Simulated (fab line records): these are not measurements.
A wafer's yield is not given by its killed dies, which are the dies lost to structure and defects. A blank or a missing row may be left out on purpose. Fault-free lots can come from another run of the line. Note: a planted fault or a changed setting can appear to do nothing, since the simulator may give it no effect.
Split-lot experiment	flow rit_cmos	route with 202 steps; 5 lots, 23 wafers read

== THE SPLIT ==
At RIT_PLDD_IMPLANT_08, the setting energy_kev was moved away from the recipe's 20 on 7 of the 23 wafers read, by -3.4% to +5.7%. The other wafers ran this setting at the recipe's value.

== FROM THE SPLIT TO THE READING: what the file shows between them, 8 steps ==
- RIT_PLDD_STRIP_09: strips in O2, time 180 s
- RIT_PLDD_TW_MEAS_10
- RIT_SPACER_ETCHBACK_05: etches Si3N4 in SF6/CHF3, stops on SiO2, target depth 250 nm, time 240 s (also split here: time_s)
- RIT_PSD_IMPLANT_08 (also split here: energy_kev)
- RIT_PSD_STRIP_09: strips in O2, time 180 s
- RIT_SDANNEAL_CLEAN_02: cleans in SC2, time 600 s
- RIT_SDANNEAL_RTA_03: time 4.9 s
- RIT_SDANNEAL_RS_MEAS_04: measures by four-point-probe

== THE READING ==
At RIT_SDANNEAL_RS_MEAS_06, a four-point-probe measurement gives PLDD_RS in ohm/sq. Fault-free wafers of this fab line usually give 179.0 ohm/sq, standard deviation 0.5 ohm/sq.

wafer	tool, chamber at the split	energy_kev as run	against the recipe	PLDD_RS, ohm/sq	against lot-mates on the recipe
L074.1	implanter-03, 0	20	recipe	178.3	-
L074.4	implanter-03, 0	20	recipe	178.9	-
L074.5	implanter-03, 0	20	recipe	178.4	-
L076.1	implanter-02, 0	20	recipe	179.3	-
L076.2	implanter-02, 0	20	recipe	179.3	-
L076.4	implanter-02, 0	20	recipe	179.8	-
L076.5	implanter-02, 0	20.86	+4.3%	177.0	-2.5
L076.6	implanter-02, 0	20.86	+4.3%	177.0	-2.5
L077.1	implanter-03, 0	20	recipe	177.8	-
L077.3	implanter-03, 0	21.14	+5.7%	174.7	-3.6
L077.4	implanter-03, 0	21.14	+5.7%	174.7	-3.6
L077.5	implanter-03, 0	20	recipe	178.8	-
L077.6	implanter-03, 0	20	recipe	178.4	-
L081.1	implanter-02, 0	20	recipe	179.2	-
L081.2	implanter-02, 0	20	recipe	179.7	-
L081.4	implanter-02, 0	20	recipe	180.0	-
L081.5	implanter-02, 0	20	recipe	179.6	-
L081.6	implanter-02, 0	20	recipe	180.0	-
L083.1	implanter-02, 0	19.33	-3.4%	182.1	+2.7
L083.3	implanter-02, 0	19.33	-3.4%	181.6	+2.2
L083.4	implanter-02, 0	20	recipe	179.3	-
L083.5	implanter-02, 0	20	recipe	179.5	-
L083.6	implanter-02, 0	19.33	-3.4%	181.9	+2.5

THE FIT
A straight line over all 23 wafers: PLDD_RS changes by -0.718 ohm/sq for each +1% of energy_kev; r = -0.94; the points scatter about the line by 0.64 ohm/sq.
The same after taking each lot's own level away (the mean of its wafers on the recipe; 23 wafers): -0.65 ohm/sq for each +1%; r = -0.98; scatter 0.29 ohm/sq.
Per that fit: largest energy_kev move, reading shift of 3.7 ohm/sq.
The lots' own levels span 178.33 to 179.70 ohm/sq, that is 2.7 times the standard deviation above.
So the slope is not independent of the lot-to-lot level: the two fits are not the same.
Check: with one of the wafers moved furthest among these (+5.7%) left out of the fit, the line predicts -3.63 ohm/sq for it against its lot-mates. Against them it came out at -3.63 ohm/sq.

== THESE WAFERS: OTHER SPLITS ==
Note: prior to the reading, these wafers also went through further splits. Each is held against what the fit with the lots' levels taken away leaves over:
other split on the same wafers	wafers away from the commonest value	r with PLDD_RS (lot level and that fit taken away)
RIT_SPACER_ETCHBACK_05 time_s	7	-0.12
RIT_PSD_IMPLANT_08 energy_kev	7	+0.09

== THE WHOLE CHAIN: every reading that the file lists as answering this split, in the file's order ==
step	what it does	reading	change (the file's fit)	r (the file's)
RIT_PLDD_IMPLANT_08		implant.rp_nm (the simulator's own value, which no gauge read)	+0.135 nm for each +1% of the setting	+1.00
RIT_PLDD_IMPLANT_08		implant.drp_nm (the simulator's own value, which no gauge read)	+0.0681 nm for each +1% of the setting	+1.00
RIT_PLDD_TW_MEAS_10		PLDD_TW	+6.61 for each +1% of the setting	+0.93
RIT_SDANNEAL_RS_MEAS_06	measures by four-point-probe	PLDD_RS	-0.631 for each +1% of the setting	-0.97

== FILE'S OWN FIT ==
PLDD_RS changes by -0.631 ohm/sq for each +1% of energy_kev, r = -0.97.
